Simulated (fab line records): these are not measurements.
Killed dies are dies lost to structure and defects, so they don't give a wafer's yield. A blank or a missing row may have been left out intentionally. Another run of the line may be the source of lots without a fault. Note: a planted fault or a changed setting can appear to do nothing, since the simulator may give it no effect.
The same fault as seen by 2 desks || flow rit-cmos || what lay behind the numbers comes last; until then each desk has only its own

## FROM THE METROLOGY DESK
Means of the sampled wafers that have a number, per lot and without regard to the tool the lot ran on: this is what the gauges read. A lot is out of limits, marked OUT, if its mean lies more than 4 standard deviations from the usual mean; the brackets give that distance.
Columns: A = M1_AL_THK at RIT_M1_THK_MEAS_02, usual 381 nm; B = cd-nm at RIT_M1_CD_MEAS_90, usual 2600 nm
{"lot": "L222", "first seen here": "day 3 05:50", "A": 380, "B": 2602}
{"lot": "L223", "first seen here": "day 3 12:28", "A": 380, "B": 2596}
{"lot": "L224", "first seen here": "day 3 17:16", "A": 382, "B": 2599}
{"lot": "L225", "first seen here": "day 4 00:38", "A": 390, "B": 2600}
{"lot": "L226", "first seen here": "day 4 02:35", "A": 378, "B": 2600}
{"lot": "L227", "first seen here": "day 4 06:04", "A": 382, "B": 2599}
{"lot": "L228", "first seen here": "day 4 14:55", "A": 380, "B": 2602}
{"lot": "L229", "first seen here": "day 4 21:23", "A": 378, "B": 2598}
{"lot": "L230", "first seen here": "day 5 02:31", "A": 386, "B": 2603}
{"lot": "L231", "first seen here": "day 5 05:01", "A": 376, "B": 2603}
{"lot": "L232", "first seen here": "day 5 09:49", "A": 376, "B": 2601}
{"lot": "L242", "first seen here": "day 7 11:19", "A": 379, "B": 2604}
{"lot": "L244", "first seen here": "day 7 19:49", "A": 377, "B": 2601}
Result from this desk: across the 13 lots, nothing is out of limits.

## DESK OF THE TOOL OWNER: litho-track-04
The tool's own readings at RIT_NSD_COAT_01 (resist thk 1000 nm): means of the sampled wafers that have a number, for each lot that ran on this tool. A lot is out of limits, marked OUT, if its mean lies more than 4 standard deviations from the usual mean; the brackets give that distance.
Columns: A = spin-speed-rpm at RIT_NSD_COAT_01, usual 3250.0 rpm
{"lot": "L242", "first seen here": "day 7 04:14", "A": "3437.3 (+69) OUT"}
{"lot": "L244", "first seen here": "day 7 12:47", "A": "3440.2 (+70) OUT"}
This desk's finding: out of limits on L242, L244; first on L242, day 7 04:14 (spin-speed-rpm at RIT_NSD_COAT_01). In limits: none.

## PUT TOGETHER
The tool owner's desk had the chance to raise an alarm at day 7 04:14 on L242, L244.
Metrology desk: nothing out of limits seen.
The metrology desk holds a record of L242, L244, inside its limits.
All the named lots went through RIT_NSD_COAT_01 on litho-track-04.

## WHAT THE SIMULATOR HAD PUT IN
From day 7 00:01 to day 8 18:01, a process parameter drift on litho-track-04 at RIT_NSD_COAT_01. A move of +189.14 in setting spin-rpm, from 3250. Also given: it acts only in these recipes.
Shown lots that were struck: L242, L244.
Each desk's first reading out of limits, in hours after the fault started: the tool owner's desk, 4.
